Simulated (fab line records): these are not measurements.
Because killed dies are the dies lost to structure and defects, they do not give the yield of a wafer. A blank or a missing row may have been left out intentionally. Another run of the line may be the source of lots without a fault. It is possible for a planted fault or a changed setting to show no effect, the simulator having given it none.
fab line records	flow ritCmos
record lots=5	wafers=23
route steps=202 shown CONTACT@173 M1@188
startH: hours from the record's first day to the start of the lot's first wafer shown	waitH: hours since the lot's step before	" same as the row above	L1.1+2: a row that stands for several wafers	- value missing, or start not given	* or withheld: withheld	< > ~ a bound
route shown NAME@n: names a module that has steps shown in the file, with the first one's number in the route	usual: mean/standard deviation of fault-free wafers	same: alike in all rows	chamber/n: place in a boat	sites: the reading at each site	_std_site: standard deviation across them	_edge_site: inner sites' mean taken away from outer sites' mean	radiusMm: how far each site lies from the wafer's centre	mask NAME#n: copy n	behind: the last tool/chamber to shape the wafer	hold: cause of the lot's hold/its duration in hours/its outcome	device: the transistor (n, p or np) that didn't switch	end of line: the same wafers' tests at the end of the route	for a step that has no rows: nothing shown but its recipe	killed: not the wafer's yield, but the dies lost to structure and defects at the first sort	map: shows each die of a wafer: x if killed, . if not, _ if none is there
set.NAME: the setting that was run; set.NAME@STEP: the one run at that earlier step	model.NAME: the simulator's own value behind a step, which no gauge read
lots run with intentionally changed settings; tables by step, rows by wafer
## steps
# step RIT_CONTACT_EXPOSE_05
# recipe maskId=M11	na=0.6	sourceShape=conventional	sigmaOuter=0.5	targetCdNm=1000	doseMj=250
lot.wafer	tool	chamber	startH	waitH	mask	set.doseMj
L077.1+2+5	ilineStepper-02	0	67.21	0.2	M11#0	241.6
L077.3+4	"	0	"	"	M11#0	250
L079.1+2+3+4+5	ilineStepper-01	0	80.49	0.2	M11#0	250
L081.1+3+4	ilineStepper-01	0	88.44	0.1	M11#0	250
L084.1+2+4+5+6	ilineStepper-01	0	100.81	0.2	M11#0	250
L085.2+6	ilineStepper-02	0	108.43	0.2	M11#0	263.5
L085.3+4+5	"	0	"	"	M11#0	250
# step RIT_CONTACT_PEB_06
# recipe resist=NOVOLAK	tempC=withheld	timeS=withheld
# step RIT_CONTACT_DEVELOP_07
# recipe resist=NOVOLAK	developTimeS=120	devTempC=21.94
lot.wafer	tool	chamber	startH	waitH	set.doseMj@CONTACT_EXPOSE_05	model.CONTACT.cdNm
L077.1	lithoTrack-03	0	-	-	241.6	986.2
L077.2	"	0	"	"	241.6	987.7
L077.3	"	0	"	"	250	999.9
L077.4	"	0	"	"	250	998.3
L077.5	"	0	"	"	241.6	989.9
L079.1+5	lithoTrack-01	0	-	-	250	999.9
L079.2	"	0	"	"	250	1002
L079.3+4	"	0	"	"	250	1001
L081.1	lithoTrack-03	0	-	-	250	999.7
L081.3+4	"	0	"	"	250	1001
L084.1	lithoTrack-01	0	-	-	250	997.8
L084.2+4	"	0	"	"	250	999.1
L084.5	"	0	"	"	250	999.2
L084.6	"	0	"	"	250	1000
L085.2	lithoTrack-02	0	-	-	263.5	1016
L085.3+4	"	0	"	"	250	1003
L085.5	"	0	"	"	250	1002
L085.6	"	0	"	"	263.5	1017
# step RIT_CONTACT_CD_MEAS_08
# recipe targetCdNm=1000
# usual cdNm=999.4/2.1
lot.wafer	tool	chamber	startH	waitH	set.doseMj@CONTACT_EXPOSE_05	cdNm
L077.1	cdSem-01	-	67.77	-	241.6	986.4
L077.2	"	-	"	"	241.6	988.0
L077.3	"	-	"	"	250	999.7
L077.4	"	-	"	"	250	998.2
L077.5	"	-	"	"	241.6	989.9
L079.1	cdSem-01	-	81.01	-	250	999.8
L079.2	"	-	"	"	250	1002.4
L079.3	"	-	"	"	250	1000.9
L079.4	"	-	"	"	250	1000.5
L079.5	"	-	"	"	250	999.9
L081.1	cdSem-01	-	88.95	-	250	999.7
L081.3	"	-	"	"	250	1001.1
L081.4	"	-	"	"	250	1000.5
L084.1	cdSem-02	-	101.33	-	250	997.7
L084.2	"	-	"	"	250	998.7
L084.4	"	-	"	"	250	998.9
L084.5	"	-	"	"	250	999.3
L084.6	"	-	"	"	250	1000.4
L085.2	cdSem-02	-	108.94	-	263.5	1016.1
L085.3	"	-	"	"	250	1002.6
L085.4	"	-	"	"	250	1003.1
L085.5	"	-	"	"	250	1002.6
L085.6	"	-	"	"	263.5	1017.3
# step RIT_CONTACT_HARDBAKE_10
# recipe resist=NOVOLAK	tempC=140	timeS=60
# step RIT_CONTACT_ETCH_11
# recipe targetDepthA=4800	overEtchFrac=0.2	stopOn=TiSi2	chemistry=CHF3/CF4/Ar	target=SiO2	CHF3_flow_sccm=50	cf4FlowSccm=10	Ar_flow_sccm=100	O2_flow_sccm=5	pressureMtorr=100	rfW=200	timeS=320
# step RIT_CONTACT_STRIP_12
# recipe chemistry=O2	timeS=180	resist=NOVOLAK	platenTempC=withheld	powerW=500	pressureMtorr=4000	o2FlowSccm=4000
# step RIT_CONTACT_CD_MEAS_90
# recipe targetCdNm=1000
# usual cdNm=999.4/2.1
lot.wafer	tool	chamber	startH	waitH	set.doseMj@CONTACT_EXPOSE_05	cdNm
L077.1	cdSem-01	-	68.44	0.1	241.6	986.2
L077.2	"	-	"	"	241.6	987.2
L077.3	"	-	"	"	250	999.6
L077.4	"	-	"	"	250	998.8
L077.5	"	-	"	"	241.6	990.4
L079.1	cdSem-01	-	81.69	0.1	250	999.8
L079.2	"	-	"	"	250	1002.4
L079.3	"	-	"	"	250	1001.4
L079.4	"	-	"	"	250	1000.6
L079.5	"	-	"	"	250	999.7
L081.1	cdSem-01	-	89.73	0.1	250	998.7
L081.3	"	-	"	"	250	1001.1
L081.4	"	-	"	"	250	1000.3
L084.1	cdSem-02	-	102.05	0.2	250	997.9
L084.2	"	-	"	"	250	999.6
L084.4	"	-	"	"	250	999.1
L084.5	"	-	"	"	250	999.5
L084.6	"	-	"	"	250	1000.4
L085.2	cdSem-02	-	109.62	0.1	263.5	1015.0
L085.3	"	-	"	"	250	1002.8
L085.4	"	-	"	"	250	1002.7
L085.5	"	-	"	"	250	1001.4
L085.6	"	-	"	"	263.5	1017.2
# step RIT_M1_COAT_04
# recipe resist=NOVOLAK	spinRpm=2000	resistThkNm=1300
lot.wafer	tool	chamber	startH	waitH	set.resistThkNm	model.NOVOLAK_of_M1_COAT_04.thkNm
L077.1	lithoTrack-04	0	69.65	0.1	1300	1306
L077.2	"	0	"	"	1300	1300
L077.3	"	0	"	"	1242	1247
L077.4	"	0	"	"	1242	1244
L077.5	"	0	"	"	1242	1242
L079.1+4	lithoTrack-04	0	82.78	0.1	1300	1303
L079.2	"	0	"	"	1300	1300
L079.3	"	0	"	"	1300	1295
L079.5	"	0	"	"	1300	1298
L081.1+4	lithoTrack-02	0	91.03	0.1	1300	1296
L081.3	"	0	"	"	1300	1298
L084.1	lithoTrack-01	0	103.35	0.1	1300	1297
L084.2+4+6	"	0	"	"	1300	1301
L084.5	"	0	"	"	1300	1302
L085.2	lithoTrack-02	0	110.91	0.1	1300	1301
L085.3	"	0	"	"	1300	1305
L085.4	"	0	"	"	1347	1347
L085.5	"	0	"	"	1300	1303
L085.6	"	0	"	"	1347	1345
# step RIT_M1_DEVELOP_08
# recipe resist=NOVOLAK	developTimeS=68	devTempC=23
lot.wafer	tool	chamber	startH	waitH	set.developTimeS
L077.1+2+3	lithoTrack-02	0	-	-	68
L077.4+5	"	0	"	"	58.08
L079.1+4	lithoTrack-04	0	-	-	60.13
L079.2+3+5	"	0	"	"	68
L081.1+3+4	lithoTrack-01	0	-	-	68
L084.1+4+6	lithoTrack-02	0	-	-	68
L084.2+5	"	0	"	"	58.05
L085.2+5+6	lithoTrack-01	0	-	-	68
L085.3+4	"	0	"	"	76.83
# step RIT_M1_CD_MEAS_09
# recipe targetCdNm=2600
# usual cdNm=2600.6/2.2
lot.wafer	tool	chamber	startH	waitH	set.developTimeS@M1_DEVELOP_08	cdNm
L077.1	cdSem-01	-	70.50	-	68	2600.4
L077.2	"	-	"	"	68	2600.1
L077.3	"	-	"	"	68	2595.0
L077.4	"	-	"	"	58.08	2608.5
L077.5	"	-	"	"	58.08	2610.8
L079.1	cdSem-01	-	83.58	-	60.13	2615.6
L079.2	"	-	"	"	68	2603.9
L079.3	"	-	"	"	68	2603.8
L079.4	"	-	"	"	60.13	2614.9
L079.5	"	-	"	"	68	2601.6
L081.1	cdSem-02	-	91.88	-	68	2602.0
L081.3	"	-	"	"	68	2601.1
L081.4	"	-	"	"	68	2600.5
L084.1	cdSem-02	-	104.32	-	68	2600.0
L084.2	"	-	"	"	58.05	2618.0
L084.4	"	-	"	"	68	2601.5
L084.5	"	-	"	"	58.05	2612.9
L084.6	"	-	"	"	68	2602.6
L085.2	cdSem-02	-	111.76	-	68	2600.8
L085.3	"	-	"	"	76.83	2589.9
L085.4	"	-	"	"	76.83	2594.5
L085.5	"	-	"	"	68	2601.2
L085.6	"	-	"	"	68	2605.7
# step RIT_M1_HARDBAKE_11
# recipe resist=NOVOLAK	tempC=140	timeS=120
lot.wafer	tool	chamber	startH	waitH	set.resistThkNm@M1_COAT_04	model.NOVOLAK_of_M1_COAT_04.thkNm
L077.1	lithoTrack-01	0	70.66	0.0	1300	1142
L077.2	"	0	"	"	1300	1137
L077.3	"	0	"	"	1242	1091
L077.4	"	0	"	"	1242	1089
L077.5	"	0	"	"	1242	1087
L079.1+4	lithoTrack-01	0	83.74	0.0	1300	1139
L079.2	"	0	"	"	1300	1137
L079.3	"	0	"	"	1300	1133
L079.5	"	0	"	"	1300	1135
L081.1+4	lithoTrack-01	0	92.04	0.0	1300	1133
L081.3	"	0	"	"	1300	1135
L084.1	lithoTrack-02	0	104.48	0.0	1300	1135
L084.2+4+6	"	0	"	"	1300	1138
L084.5	"	0	"	"	1300	1139
L085.2	lithoTrack-02	0	111.94	0.1	1300	1138
L085.3	"	0	"	"	1300	1141
L085.4	"	0	"	"	1347	1177
L085.5	"	0	"	"	1300	1139
L085.6	"	0	"	"	1347	1176
# step RIT_M1_METAL_ETCH_12
# recipe stopOn=SiO2	chemistry=Cl2/BCl3	target=Al	timeS=165	overEtchFrac=0.5	pressureMtorr=100	targetDepthA=6000	rfW=240.6	Cl2_flow_sccm=60	bcl3FlowSccm=50
# step RIT_M1_STRIP_13
# recipe chemistry=nmp	resist=NOVOLAK	tempC=80	timeS=600	dry=n2Spin
# step RIT_M1_STRIP_14
# recipe chemistry=O2	timeS=180	platenTempC=withheld	powerW=500	pressureMtorr=4000	o2FlowSccm=4000
# step RIT_M1_CD_MEAS_90
# recipe targetCdNm=2600
# usual cdNm=2603/3.4
lot.wafer	tool	chamber	startH	waitH	set.developTimeS@M1_DEVELOP_08	cdNm
L077.1	cdSem-01	-	71.42	0.1	68	2601
L077.2	"	-	"	"	68	2601
L077.3	"	-	"	"	68	2595
L077.4	"	-	"	"	58.08	2610
L077.5	"	-	"	"	58.08	2611
L079.1	cdSem-01	-	84.68	0.1	60.13	2619
L079.2	"	-	"	"	68	2608
L079.3	"	-	"	"	68	2608
L079.4	"	-	"	"	60.13	2618
L079.5	"	-	"	"	68	2604
L081.1	cdSem-02	-	92.80	0.1	68	2604
L081.3	"	-	"	"	68	2602
L081.4	"	-	"	"	68	2602
L084.1	cdSem-02	-	105.36	0.1	68	2600
L084.2	"	-	"	"	58.05	2616
L084.4	"	-	"	"	68	2601
L084.5	"	-	"	"	58.05	2612
L084.6	"	-	"	"	68	2604
L085.2	cdSem-02	-	112.74	0.2	68	2605
L085.3	"	-	"	"	76.83	2596
L085.4	"	-	"	"	76.83	2598
L085.5	"	-	"	"	68	2608
L085.6	"	-	"	"	68	2609
# step RIT_M1_ANNEAL_15
# recipe tempC=450	timeS=1800	ambient=forming_gas_H2N2
# step RIT_M1_PROBE_99
# usual killed_at_M0_to_M3=0.0/0.12	killedAtContacts=0.1/0.28	killedAtFrontEnd=6.6/3	killedDies=6.7/3	killedOpen=3.4/1.9	killedShort=3.3/1.9
# same grossDies=264	killed_at_M4_up=0	killedAtBackSide=0	killedAtOther=0
lot.wafer	tool	chamber	startH	waitH	set.doseCm2@PWELL_IMPLANT_08	killed_at_M0_to_M3	killedAtContacts	killedAtFrontEnd	killedDies	killedOpen	killedShort	model.etest.pwellPinched.rsOhmSq	model.etest.pwell.rsOhmSq
L077.1	prober-01	-	73.44	0.1	7e+13	0	1	6	7	3	4	467.6	422.6
L077.2	prober-01	-	73.49	0.1	7.274e+13	0	0	7	7	4	3	446.6	414.8
L077.3	prober-01	-	73.54	0.2	7e+13	0	0	3	3	1	2	460.3	420.1
L077.4	prober-01	-	73.59	0.2	7.274e+13	0	0	5	5	4	1	456.7	411.1
L077.5	prober-01	-	73.64	0.2	7.274e+13	0	0	5	5	3	2	455.5	410.3
L079.1	prober-01	-	86.42	0.1	7e+13	0	1	6	7	4	3	455.8	402.3
L079.2	prober-01	-	86.47	0.1	6.509e+13	0	0	9	9	5	4	491.5	429.4
L079.3	prober-01	-	86.52	0.2	7e+13	0	0	10	10	7	3	475.5	414
L079.4	prober-01	-	86.57	0.2	6.509e+13	0	0	10	10	6	4	489.6	428.1
L079.5	prober-01	-	86.62	0.2	6.509e+13	0	0	12	12	5	7	487.1	426.6
L081.1	prober-01	-	95.52	0.1	7e+13	0	0	4	4	2	2	462.9	411.5
L081.3	prober-01	-	95.62	0.2	7e+13	0	1	8	9	4	5	459.5	420
L081.4	prober-01	-	95.67	0.2	7e+13	0	0	8	8	4	4	464.9	415.4
L084.1	prober-02	-	108.34	0.1	7e+13	0	0	8	8	3	5	467.8	427.5
L084.2	prober-02	-	108.39	0.1	7e+13	0	0	3	3	2	1	456.6	422.9
L084.4	prober-02	-	108.49	0.2	7e+13	0	0	10	10	5	5	464.5	428.5
L084.5	prober-02	-	108.54	0.2	7e+13	0	0	8	8	3	5	466.5	431.8
L084.6	prober-02	-	108.59	0.2	7e+13	0	0	4	4	1	3	464.9	432.3
L085.2	prober-01	-	114.51	0.1	7e+13	1	0	3	4	2	1	460.1	423.7
L085.3	prober-01	-	114.56	0.2	7e+13	0	0	3	3	3	0	462.7	419.6
L085.4	prober-01	-	114.61	0.2	7e+13	0	0	3	3	2	1	466.6	427.6
L085.5	prober-01	-	114.66	0.2	6.598e+13	0	0	10	10	4	6	494	440.2
L085.6	prober-01	-	114.71	0.2	6.598e+13	0	0	6	6	5	1	484.4	444.9
# killed by level:class
L077.1 GATE:geometricParticle:short=2 FOX2:geometricParticle:short=1 GATE:geometricParticle:open=1 REOX:geometricParticle:open=1 SPACER:geometricParticle:short=1 CONTACT:geometricParticle:open=1
L077.2 GATE:geometricParticle:open=3 GATE:geometricParticle:short=3 SILICIDE:geometricParticle:open=1
L077.3 GATE:geometricParticle:short=2 SPACER:geometricParticle:open=1
L077.4 GATE:geometricParticle:open=2 GATE:geometricParticle:short=1 SPACER:geometricParticle:open=1 SILICIDE:geometricParticle:open=1
L077.5 SPACER:geometricParticle:open=2 GATE:geometricParticle:open=1 GATE:geometricParticle:short=1 SPACER:geometricParticle:short=1
L079.1 GATE:geometricParticle:open=2 FOX1:geometricParticle:short=1 GATE:geometricParticle:short=1 SILICIDE:geometricParticle:open=1 SILICIDE:geometricParticle:short=1 CONTACT:geometricParticle:open=1
L079.2 GATE:geometricParticle:short=4 GATE:geometricParticle:open=3 FOX1:geometricParticle:open=1 REOX:geometricParticle:open=1
L079.3 GATE:geometricParticle:open=3 GATE:geometricParticle:short=2 REOX:geometricParticle:open=2 FOX1:geometricParticle:short=1 SPACER:geometricParticle:open=1 SILICIDE:geometricParticle:open=1
L079.4 GATE:geometricParticle:open=3 GATE:geometricParticle:short=2 SILICIDE:geometricParticle:short=2 FOX1:geometricParticle:open=1 REOX:geometricParticle:open=1 SPACER:geometricParticle:open=1
L079.5 GATE:geometricParticle:open=3 FOX1:geometricParticle:short=2 GATE:geometricParticle:short=2 REOX:geometricParticle:short=2 SPACER:geometricParticle:open=2 FOX2:geometricParticle:short=1
L081.1 GATE:geometricParticle:open=2 GATE:geometricParticle:short=1 SPACER:geometricParticle:short=1
L081.3 FOX1:geometricParticle:short=2 SILICIDE:geometricParticle:open=2 FOX2:geometricParticle:open=1 GATE:geometricParticle:open=1 SPACER:geometricParticle:short=1 SILICIDE:geometricParticle:short=1 CONTACT:geometricParticle:short=1
L081.4 GATE:geometricParticle:open=3 REOX:geometricParticle:short=2 FOX1:geometricParticle:short=1 REOX:geometricParticle:open=1 SPACER:geometricParticle:short=1
L084.1 GATE:geometricParticle:short=4 FOX2:geometricParticle:open=2 SPACER:geometricParticle:short=1 SILICIDE:geometricParticle:open=1
L084.2 GATE:geometricParticle:open=1 GATE:geometricParticle:short=1 SPACER:geometricParticle:open=1
L084.4 GATE:geometricParticle:open=3 FOX2:geometricParticle:open=1 FOX2:geometricParticle:short=1 GATE:geometricParticle:short=1 REOX:geometricParticle:open=1 REOX:geometricParticle:short=1 SPACER:geometricParticle:short=1 SILICIDE:geometricParticle:short=1
L084.5 FOX2:geometricParticle:short=2 GATE:geometricParticle:short=2 GATE:geometricParticle:open=1 REOX:geometricParticle:short=1 REOX:geometricParticle:open=1 SPACER:geometricParticle:open=1
L084.6 FOX2:geometricParticle:short=2 GATE:geometricParticle:short=1 REOX:geometricParticle:open=1
L085.2 GATE:geometricParticle:open=2 FOX1:geometricParticle:short=1 M1:coatMicrobubblePrinted=1
L085.3 REOX:geometricParticle:open=2 FOX2:geometricParticle:open=1
L085.4 FOX1:geometricParticle:short=1 SPACER:geometricParticle:open=1 SILICIDE:geometricParticle:open=1
L085.5 REOX:geometricParticle:open=3 GATE:geometricParticle:short=2 SILICIDE:geometricParticle:short=2 FOX1:geometricParticle:open=1 FOX2:geometricParticle:short=1 REOX:geometricParticle:short=1
L085.6 SILICIDE:geometricParticle:open=3 FOX1:geometricParticle:open=1 GATE:geometricParticle:open=1 REOX:geometricParticle:short=1
## key
split step=RIT_CONTACT_EXPOSE_05	setting=doseMj	stated=250	by=wafer
response step=RIT_CONTACT_DEVELOP_07	reading=model.CONTACT.cdNm	change=+2.8	per=1%	r=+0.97
response step=RIT_CONTACT_CD_MEAS_08	reading=cdNm	change=+2.76	per=1%	r=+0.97
response step=RIT_CONTACT_CD_MEAS_90	reading=cdNm	change=+2.77	per=1%	r=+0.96
split step=RIT_M1_COAT_04	setting=resistThkNm	stated=1300	by=wafer
response step=RIT_M1_COAT_04	reading=model.NOVOLAK_of_M1_COAT_04.thkNm	change=+12.7	per=1%	r=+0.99
response step=RIT_M1_HARDBAKE_11	reading=model.NOVOLAK_of_M1_COAT_04.thkNm	change=+10.9	per=1%	r=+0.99
split step=RIT_M1_DEVELOP_08	setting=developTimeS	stated=68	by=wafer
response step=RIT_M1_CD_MEAS_09	reading=cdNm	change=-0.883	per=1%	r=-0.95
response step=RIT_M1_CD_MEAS_90	reading=cdNm	change=-0.866	per=1%	r=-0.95
split outsideThisFile step=RIT_PWELL_IMPLANT_08 setting=doseCm2
# split outsideThisFile: this setting was split too, and the file shows its column; the key of that split is in another file
